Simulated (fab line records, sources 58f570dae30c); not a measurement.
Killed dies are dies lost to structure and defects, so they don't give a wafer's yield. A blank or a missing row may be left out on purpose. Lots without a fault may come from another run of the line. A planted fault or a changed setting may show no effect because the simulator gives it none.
Problem report in the 8D (eight disciplines) form, filled by code | flow berkeley_cmos170 | the parts of the form that need people (team, actions taken, sign-off) are left out

1. THE PROBLEM
cd_nm at UCB170_M1_CD_MEAS_90 reads a mean of 689.8 nm on 6 wafers of 2 lots; wafers without a fault read 700.3 nm with a standard deviation of 2.2. That is -4.8 standard deviations from the usual mean.
The step: target cd 700 nm.
First seen on wafer L614.1, day 12 13:01, on cd_sem-02. The record holds 42 wafers of 14 lots with a number at this step. Rule for "out", or "out of limits": more than 4 standard deviations from the usual mean. The other wafers with a number count as sound.

2. WHAT IT IS AND WHAT IT IS NOT
question                    | is                     | is not
which readings at this step | cd_nm                  | -
which lots                  | L614, L616             | L595, L596, L597, L599, L600, L601, L602, L605, L606, L607, L608, L618
which wafers of those lots  | all that have a number | -
read on which gauges        | cd_sem-01, cd_sem-02   | -
when                        | from day 12 13:01      | up to then (33 sound wafers); but 3 sound wafers of L618 came after

3. SUSPECTS, AND WHAT RULES EACH OUT
Counting: a tool at a process step up to the reading stays a suspect if it ran every lot that is out and no sound lot after the first of them.
- the gauge at UCB170_M1_CD_MEAS_90: ruled out. The wafers that are out were read on 2 gauges (cd_sem-01, cd_sem-02).
- rie_metal-02 at UCB170_M1_METAL_ETCH_12 (etches Al in Cl2/BCl3, stops on PSG, target depth 780 nm, time 130 s): kept. It ran every lot that is out, first L614 (day 12 12:44), and no sound lot after that; its last sound lot up to then is L607 (day 10 14:20). Its own readings are out on those wafers: oes_product_au.
Left after counting: rie_metal-02 at UCB170_M1_METAL_ETCH_12.

4. THE CAUSE (what the simulator had put in)
Process parameter drift: rie_metal-02, from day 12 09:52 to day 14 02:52, at UCB170_M1_METAL_ETCH_12. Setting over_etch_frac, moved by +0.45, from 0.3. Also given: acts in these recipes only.
Counting left only this tool.

5. THE CHAIN OF EFFECTS, in route order
Each row: a reading whose mean over the struck wafers that have a number lies more than 3 standard deviations from the usual. Only readings for which the record gives a usual standard deviation are gone through. hours: the time from each lot's start at the first step in this table that gives one to its start at this step, as a median over the lots. sigmas: the change in usual standard deviations.
hours | step                    | reading        | usual      | on struck wafers | change | sigmas
0     | UCB170_M1_METAL_ETCH_12 | oes_product_au | 0.851 a.u. | 0.724            | -0.127 | -8.4
0     | UCB170_M1_STRIP_13      | oes_product_au | 0.720 a.u. | 0.625            | -0.095 | -21
0     | UCB170_M1_CD_MEAS_90    | cd_nm          | 700.3 nm   | 689.8            | -10.5  | -4.8
The process steps in it:
- UCB170_M1_METAL_ETCH_12: etches Al in Cl2/BCl3, stops on PSG, target depth 780 nm, time 130 s.
- UCB170_M1_STRIP_13: strips in O2.
Later measuring or inspecting steps at which every struck wafer that the step has a row for has a number for every such reading, and none has moved that far: UCB170_V1_THK_MEAS_01, UCB170_V1_BOW_MEAS_03.

6. WHAT WOULD HAVE CAUGHT IT SOONER
In this record the first reading out of limits at a measuring or inspecting step was taken at day 12 13:01, 3 hours after the fault began at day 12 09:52.
The tool's own readings at UCB170_M1_METAL_ETCH_12 were out on every struck wafer that the step has a row for (oes_product_au): an alarm limit on them would have fired on the first of those.
Of the lots that are out (2), L616 began UCB170_M1_METAL_ETCH_12 on rie_metal-02 after day 12 13:01. A hold on the tool at that time would have spared it.
